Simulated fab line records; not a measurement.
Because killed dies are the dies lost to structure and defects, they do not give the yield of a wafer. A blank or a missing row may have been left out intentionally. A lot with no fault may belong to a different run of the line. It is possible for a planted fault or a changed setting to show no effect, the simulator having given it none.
fab line records -- flow rit_cmos
record: lots: 14, wafers: 42, last_day: 7
route steps=202 shown M1@196
lots with no fault: from the same line, run without faults
start_h: the number of hours between the record's first day and the start of the first shown wafer of the lot -- wait_h: how many hours have passed since the lot's step before this one -- " unchanged from the row above -- L1.1+2: one row covering several wafers at once -- - value missing, or start not given -- * or withheld: withheld -- < > ~ a bound
route shown NAME@n: a module of which the file shows steps, and the number in the route of the first -- usual: average and standard deviation across the fault-free wafers -- same: alike in all rows -- chamber/n: place in a boat -- sites: readings site by site -- _std_site: standard deviation across them -- _edge_site: mean of outer sites minus mean of inner sites -- radius_mm: for every site, how far away it sits from the centre of the wafer -- mask NAME#n: copy n -- behind: the tool/chamber that last shaped the wafer -- hold: the reason the lot was held/the length of the hold in hours/how it ended -- device: which transistor (n, p or np) failed to switch -- end of line: at the end of the route, the tests of the same wafers -- a step given without rows: its recipe and nothing more -- killed: dies that structure and defects cost at the first sort, which is not the same as the wafer's yield -- map: a wafer's dies, marking killed ones x, the rest . and places with no die _
set.NAME: the setting that was run; set.NAME@STEP: the one run at that earlier step -- model.NAME: the simulator's own value behind a step, which no gauge read
steps of the route over a sample of lots; a table a step, a row a wafer
services: when a tool's chamber went out of use (start_h, in hours from the record's first day, below 0 if earlier), for how many hours, and the reason
== steps ==
step: RIT_M1_METAL_ETCH_12
recipe: stop_on: SiO2, chemistry: Cl2/BCl3, target: Al, time_s: 165, over_etch_frac: 0.5, pressure_mtorr: 103.9, target_depth_a: 6000, rf_w: 250, Cl2_flow_sccm: 60, bcl3_flow_sccm: 50
usual: drypump_motor_current_A: 5.6/0.56, oes_product_au: 0.764/0.0084, over_etch_frac: 0.5/0, throttle_valve_pct: 8.05/0.052
lot.wafer,tool,chamber,start_h,wait_h,drypump_motor_current_A,oes_product_au,over_etch_frac,rf_hours_counter_h,throttle_valve_pct
L268.1,rie_metal-04,1,60.02,0.2,5.5,0.752,0.5,4,8.06
L268.2,rie_metal-04,0,60.02,0.2,5.3,0.747,0.5,4,8.07
L268.5,rie_metal-04,0,60.02,0.2,5.4,0.747,0.5,-,8.07
L269.3,rie_metal-01,0,63.23,0.2,6.4,0.764,0.5,-,8.10
L269.4,rie_metal-01,1,63.23,0.2,6.5,0.779,0.5,-,7.90
L269.5,rie_metal-01,0,63.23,0.2,6.4,0.772,0.5,-,8.08
L270.1,rie_metal-02,1,66.90,0.2,5.3,0.765,0.5,2,8.03
L270.2,rie_metal-02,0,66.90,0.2,4.9,0.766,0.5,2,8.08
L270.6,rie_metal-02,0,66.90,0.2,4.9,0.768,0.5,-,8.06
L273.1,rie_metal-02,0,82.75,0.2,4.9,0.769,0.5,3,8.07
L273.2,rie_metal-02,1,82.75,0.2,5.3,0.773,0.5,3,8.02
L273.5,rie_metal-02,1,82.75,0.2,5.3,0.768,0.5,-,8.04
L274.2,rie_metal-04,0,92.28,0.2,5.3,0.655,0.97907,4,8.08
L274.3,rie_metal-04,0,92.28,0.2,5.4,0.659,0.97907,-,8.09
L274.6,rie_metal-04,0,92.28,0.2,5.3,0.657,0.97907,-,8.07
L275.1,rie_metal-01,0,96.16,0.2,6.4,0.769,0.5,38,8.10
L275.2,rie_metal-01,1,96.16,0.2,6.4,0.769,0.5,33,7.93
L275.5,rie_metal-01,0,96.16,0.2,6.4,0.761,0.5,-,8.10
L277.1,rie_metal-04,1,104.60,0.2,5.4,0.750,0.5,5,8.06
L277.3,rie_metal-04,0,104.60,0.2,5.3,0.656,0.97907,-,8.08
L277.5,rie_metal-04,0,104.60,0.2,5.3,0.658,0.97907,-,8.08
L281.1,rie_metal-01,0,126.65,0.2,6.4,0.762,0.5,38,8.11
L281.4,rie_metal-01,0,126.65,0.2,6.4,0.756,0.5,-,8.11
L281.6,rie_metal-01,0,126.65,0.2,6.4,0.769,0.5,-,8.10
L282.4,rie_metal-02,1,131.76,0.1,5.3,0.771,0.5,-,8.01
L282.5,rie_metal-02,1,131.76,0.1,5.3,0.761,0.5,-,8.04
L282.6,rie_metal-02,0,131.76,0.1,4.9,0.768,0.5,-,8.07
L284.1,rie_metal-02,0,137.18,0.2,4.9,0.772,0.5,3,8.08
L284.3,rie_metal-02,0,137.18,0.2,4.9,0.769,0.5,-,8.06
L284.5,rie_metal-02,0,137.18,0.2,4.9,0.772,0.5,-,8.08
L287.2,rie_metal-02,0,152.03,0.2,4.9,0.760,0.5,3,8.08
L287.3,rie_metal-02,0,152.03,0.2,4.9,0.764,0.5,-,8.08
L287.4,rie_metal-02,1,152.03,0.2,5.3,0.765,0.5,-,8.04
L288.2,rie_metal-01,0,159.91,0.2,6.4,0.778,0.5,0,8.10
L288.4,rie_metal-01,1,159.91,0.2,6.5,0.769,0.5,-,7.93
L288.5,rie_metal-01,0,159.91,0.2,6.4,0.771,0.5,-,8.10
L289.1,rie_metal-02,0,172.31,0.2,4.9,0.761,0.5,4,8.07
L289.4,rie_metal-02,1,172.31,0.2,5.3,0.756,0.5,-,8.02
L289.5,rie_metal-02,0,172.31,0.2,4.9,0.765,0.5,-,8.07
L291.1,rie_metal-04,1,174.48,0.2,5.4,0.756,0.5,6,8.06
L291.3,rie_metal-04,0,174.48,0.2,5.3,0.761,0.5,-,8.07
L291.4,rie_metal-04,1,174.48,0.2,5.5,0.756,0.5,-,8.06
step: RIT_M1_CD_MEAS_90
recipe: target_cd_nm: 2600
usual: cd_nm: 2598.9/2.6
lot.wafer,tool,chamber,start_h,wait_h,cd_nm
L268.1,cd_sem-02,-,60.53,0.1,2600.3
L268.2,cd_sem-02,-,60.53,0.1,2597.9
L268.5,cd_sem-02,-,60.53,0.1,2597.5
L269.3,cd_sem-02,-,63.72,0.1,2600.9
L269.4,cd_sem-02,-,63.72,0.1,2593.8
L269.5,cd_sem-02,-,63.72,0.1,2599.5
L270.1,cd_sem-02,-,67.43,0.1,2601.2
L270.2,cd_sem-02,-,67.43,0.1,2603.1
L270.6,cd_sem-02,-,67.43,0.1,2603.1
L273.1,cd_sem-01,-,83.26,0.1,2601.0
L273.2,cd_sem-01,-,83.26,0.1,2598.5
L273.5,cd_sem-01,-,83.26,0.1,2598.1
L274.2,cd_sem-02,-,92.82,0.1,2587.8
L274.3,cd_sem-02,-,92.82,0.1,2588.3
L274.6,cd_sem-02,-,92.82,0.1,2589.2
L275.1,cd_sem-01,-,96.68,0.1,2603.3
L275.2,cd_sem-01,-,96.68,0.1,2601.7
L275.5,cd_sem-01,-,96.68,0.1,2603.4
L277.1,cd_sem-02,-,105.11,0.1,2600.5
L277.3,cd_sem-02,-,105.11,0.1,2590.4
L277.5,cd_sem-02,-,105.11,0.1,2590.0
L281.1,cd_sem-01,-,127.18,0.1,2599.2
L281.4,cd_sem-01,-,127.18,0.1,2596.7
L281.6,cd_sem-01,-,127.18,0.1,2597.3
L282.4,cd_sem-02,-,132.28,0.1,2600.2
L282.5,cd_sem-02,-,132.28,0.1,2601.9
L282.6,cd_sem-02,-,132.28,0.1,2605.4
L284.1,cd_sem-02,-,137.71,0.1,2598.5
L284.3,cd_sem-02,-,137.71,0.1,2597.1
L284.5,cd_sem-02,-,137.71,0.1,2598.7
L287.2,cd_sem-01,-,152.57,0.1,2593.5
L287.3,cd_sem-01,-,152.57,0.1,2600.1
L287.4,cd_sem-01,-,152.57,0.1,2594.7
L288.2,cd_sem-02,-,160.44,0.1,2596.4
L288.4,cd_sem-02,-,160.44,0.1,2601.4
L288.5,cd_sem-02,-,160.44,0.1,2599.0
L289.1,cd_sem-02,-,173.00,0.1,2601.9
L289.4,cd_sem-02,-,173.00,0.1,2600.4
L289.5,cd_sem-02,-,173.00,0.1,2600.2
L291.1,cd_sem-02,-,174.99,0.1,2595.5
L291.3,cd_sem-02,-,174.99,0.1,2593.2
L291.4,cd_sem-02,-,174.99,0.1,2595.7
step: RIT_M1_PROBE_99
usual: defect_limited_yield: 97.3/1.1, killed_at_contacts: 0.1/0.28, killed_at_front_end: 7.0/2.9, killed_dies: 7.0/2.9, killed_open: 3.4/2.1, killed_short: 3.6/1.7
same: gross_dies: 264, killed_at_M0_to_M3: 0, killed_at_M4_up: 0, killed_at_back_side: 0, killed_at_other: 0
lot.wafer,tool,chamber,start_h,wait_h,defect_limited_yield[%],killed_at_contacts,killed_at_front_end,killed_dies,killed_open,killed_short
L268.1,prober-02,-,62.27,0.1,98.5,0,4,4,1,3
L268.2,prober-02,-,62.32,0.1,97.0,0,8,8,3,5
L268.5,prober-02,-,62.47,0.2,97.3,0,7,7,3,4
L273.1,prober-02,-,85.00,0.1,97.7,0,6,6,3,3
L273.2,prober-02,-,85.05,0.1,96.6,0,9,9,4,5
L273.5,prober-02,-,85.20,0.2,97.7,0,6,6,5,1
L274.2,prober-01,-,94.59,0.1,95.8,0,11,11,6,5
L274.3,prober-01,-,94.64,0.2,96.2,0,10,10,5,5
L274.6,prober-01,-,94.79,0.2,97.0,0,8,8,3,5
L275.1,prober-02,-,98.42,0.1,98.1,0,5,5,2,3
L275.2,prober-02,-,98.47,0.1,98.5,0,4,4,1,3
L275.5,prober-02,-,98.62,0.2,97.3,0,7,7,2,5
L277.1,prober-02,-,106.85,0.1,98.5,0,4,4,2,2
L277.3,prober-02,-,106.95,0.2,98.5,0,4,4,1,3
L277.5,prober-02,-,107.05,0.2,98.1,0,5,5,1,4
L282.4,prober-01,-,134.11,0.2,98.1,0,5,5,2,3
L282.5,prober-01,-,134.16,0.2,97.0,0,8,8,3,5
L282.6,prober-01,-,134.21,0.2,95.5,0,12,12,8,4
L284.1,prober-01,-,139.45,0.1,97.3,0,7,7,5,2
L284.3,prober-01,-,139.55,0.2,98.1,0,5,5,1,4
L284.5,prober-01,-,139.65,0.2,96.6,0,9,9,7,2
L287.2,prober-01,-,155.59,0.1,97.0,0,8,8,5,3
L287.3,prober-01,-,155.64,0.2,97.3,0,7,7,3,4
L287.4,prober-01,-,155.69,0.2,98.1,0,5,5,4,1
L288.2,prober-01,-,162.21,0.1,93.9,0,16,16,8,8
L288.4,prober-01,-,162.31,0.2,97.7,0,6,6,3,3
L288.5,prober-01,-,162.36,0.2,95.8,0,11,11,10,1
L289.1,prober-02,-,174.74,0.1,98.5,0,4,4,3,1
L289.4,prober-02,-,174.89,0.2,97.3,0,7,7,6,1
L289.5,prober-02,-,174.94,0.2,98.1,0,5,5,2,3
L291.1,prober-01,-,176.73,0.1,97.7,0,6,6,4,2
L291.3,prober-01,-,176.83,0.2,97.3,0,7,7,3,4
L291.4,prober-01,-,176.88,0.2,97.3,1,6,7,2,5
killed by level:class
L268.1 GATE:geometric_particle:short=3 SPACER:geometric_particle:open=1
L268.2 SPACER:geometric_particle:short=2 GATE:geometric_particle:short=2 GATE:geometric_particle:open=2 FOX1:geometric_particle:short=1 REOX:geometric_particle:open=1
L268.5 GATE:geometric_particle:open=3 SILICIDE:geometric_particle:short=2 FOX1:geometric_particle:short=1 GATE:geometric_particle:short=1
L273.1 FOX1:geometric_particle:open=1 FOX1:geometric_particle:short=1 GATE:geometric_particle:open=1 REOX:geometric_particle:short=1 SPACER:geometric_particle:open=1 SPACER:geometric_particle:short=1
L273.2 GATE:geometric_particle:short=2 SPACER:geometric_particle:short=2 SPACER:geometric_particle:open=2 FOX1:geometric_particle:open=1 GATE:geometric_particle:open=1 REOX:geometric_particle:short=1
L273.5 SPACER:geometric_particle:open=2 FOX1:geometric_particle:open=1 FOX2:geometric_particle:open=1 GATE:geometric_particle:open=1 SILICIDE:geometric_particle:short=1
L274.2 GATE:geometric_particle:open=4 GATE:geometric_particle:short=4 FOX1:geometric_particle:short=1 SPACER:geometric_particle:open=1 SILICIDE:geometric_particle:open=1
L274.3 GATE:geometric_particle:open=5 GATE:geometric_particle:short=3 REOX:geometric_particle:short=1 SPACER:geometric_particle:short=1
L274.6 FOX1:geometric_particle:open=2 GATE:geometric_particle:short=2 FOX1:geometric_particle:short=1 GATE:geometric_particle:open=1 SPACER:geometric_particle:short=1 SILICIDE:geometric_particle:short=1
L275.1 GATE:geometric_particle:short=2 REOX:geometric_particle:open=1 SPACER:geometric_particle:short=1 SPACER:geometric_particle:open=1
L275.2 FOX2:geometric_particle:short=1 GATE:geometric_particle:open=1 REOX:geometric_particle:short=1 SILICIDE:geometric_particle:short=1
L275.5 SILICIDE:geometric_particle:short=3 GATE:geometric_particle:short=2 REOX:geometric_particle:open=1 SPACER:geometric_particle:open=1
L277.1 GATE:geometric_particle:open=2 FOX2:geometric_particle:short=1 SILICIDE:geometric_particle:short=1
L277.3 FOX2:geometric_particle:open=1 FOX2:geometric_particle:short=1 GATE:geometric_particle:short=1 SILICIDE:geometric_particle:short=1
L277.5 SPACER:geometric_particle:short=2 GATE:geometric_particle:short=1 GATE:geometric_particle:open=1 REOX:geometric_particle:short=1
L282.4 GATE:geometric_particle:open=2 FOX2:geometric_particle:short=1 GATE:geometric_particle:short=1 SPACER:geometric_particle:short=1
L282.5 GATE:geometric_particle:short=3 FOX2:geometric_particle:short=2 FOX1:geometric_particle:open=1 FOX2:geometric_particle:open=1 SILICIDE:geometric_particle:open=1
L282.6 GATE:geometric_particle:short=4 FOX2:geometric_particle:open=2 GATE:geometric_particle:open=2 SPACER:geometric_particle:open=2 SILICIDE:geometric_particle:open=2
L284.1 FOX2:geometric_particle:short=2 GATE:geometric_particle:open=2 FOX2:geometric_particle:open=1 SPACER:geometric_particle:open=1 SILICIDE:geometric_particle:open=1
L284.3 FOX1:geometric_particle:short=1 FOX2:geometric_particle:short=1 GATE:geometric_particle:open=1 SPACER:geometric_particle:short=1 SILICIDE:geometric_particle:short=1
L284.5 GATE:geometric_particle:open=3 FOX2:geometric_particle:open=2 FOX1:geometric_particle:open=1 GATE:geometric_particle:short=1 SPACER:geometric_particle:open=1 SILICIDE:geometric_particle:short=1
L287.2 FOX1:geometric_particle:open=2 FOX2:geometric_particle:open=1 GATE:geometric_particle:short=1 REOX:geometric_particle:short=1 REOX:geometric_particle:open=1 SPACER:geometric_particle:open=1 SILICIDE:geometric_particle:short=1
L287.3 FOX1:geometric_particle:open=2 FOX2:geometric_particle:short=1 REOX:geometric_particle:short=1 SPACER:geometric_particle:short=1 SILICIDE:geometric_particle:short=1 SILICIDE:geometric_particle:open=1
L287.4 SILICIDE:geometric_particle:open=2 FOX1:geometric_particle:short=1 GATE:geometric_particle:open=1 REOX:geometric_particle:open=1
L288.2 GATE:geometric_particle:open=3 FOX1:geometric_particle:short=2 FOX1:geometric_particle:open=2 FOX2:geometric_particle:short=2 GATE:geometric_particle:short=2 REOX:geometric_particle:open=2 SPACER:geometric_particle:short=2 SPACER:geometric_particle:open=1
L288.4 GATE:geometric_particle:short=3 FOX1:geometric_particle:open=1 FOX2:geometric_particle:open=1 GATE:geometric_particle:open=1
L288.5 GATE:geometric_particle:open=6 SPACER:geometric_particle:open=3 GATE:geometric_particle:short=1 SILICIDE:geometric_particle:open=1
L289.1 FOX1:geometric_particle:open=1 FOX2:geometric_particle:open=1 GATE:geometric_particle:open=1 GATE:geometric_particle:short=1
L289.4 GATE:geometric_particle:open=2 SILICIDE:geometric_particle:open=2 FOX1:geometric_particle:short=1 FOX1:geometric_particle:open=1 REOX:geometric_particle:open=1
L289.5 GATE:geometric_particle:short=2 FOX2:geometric_particle:open=1 SILICIDE:geometric_particle:open=1 SILICIDE:geometric_particle:short=1
L291.1 GATE:geometric_particle:open=3 GATE:geometric_particle:short=1 SPACER:geometric_particle:short=1 SILICIDE:geometric_particle:open=1
L291.3 SILICIDE:geometric_particle:open=2 GATE:geometric_particle:open=1 GATE:geometric_particle:short=1 REOX:geometric_particle:short=1 SPACER:geometric_particle:short=1 SILICIDE:geometric_particle:short=1
L291.4 GATE:geometric_particle:short=2 FOX1:geometric_particle:short=1 FOX2:geometric_particle:short=1 SILICIDE:geometric_particle:open=1 SPACER:geometric_particle:short=1 CONTACT:geometric_particle:open=1
== services ==
tool,chamber,start_h,hours,kind
rie_metal-01,1,77.37,4.8,repair
rie_metal-01,-,85.28,2.8,pm
rie_metal-01,-,136.12,20.0,pm
rie_metal-01,0,136.12,20.0,vent_cycle
rie_metal-01,1,136.12,20.0,vent_cycle
rie_metal-01,0,156.12,-,clean
rie_metal-01,1,156.12,-,clean
rie_metal-02,-,170.45,0.9,repair
rie_metal-01,1,173.01,4.3,repair
== key ==
first_sign: step: RIT_M1_METAL_ETCH_12, reading: over_etch_frac, direction: up, sigmas: 99+, usual: 0.5, struck: 0.97907
effect: step: RIT_M1_METAL_ETCH_12, reading: oes_product_au, direction: down, sigmas: 13, usual: 0.764, struck: 0.657
effect: step: RIT_M1_CD_MEAS_90, reading: cd_nm, direction: down, sigmas: 3.8, usual: 2598.9, struck: 2589.2
met_at RIT_M1_METAL_ETCH_12
struck_lots L274,L277
struck_wafers L274.2,L274.3,L274.6,L277.3,L277.5
onset_between 60.02 92.28
fault: kind: process_parameter_drift, tool: rie_metal-04, chamber: 0, onset_h: 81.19, steps: RIT_M1_METAL_ETCH_12, channel: over_etch_frac, offset: 0.47907, shape: step, end_h: 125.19, stated: 0.5
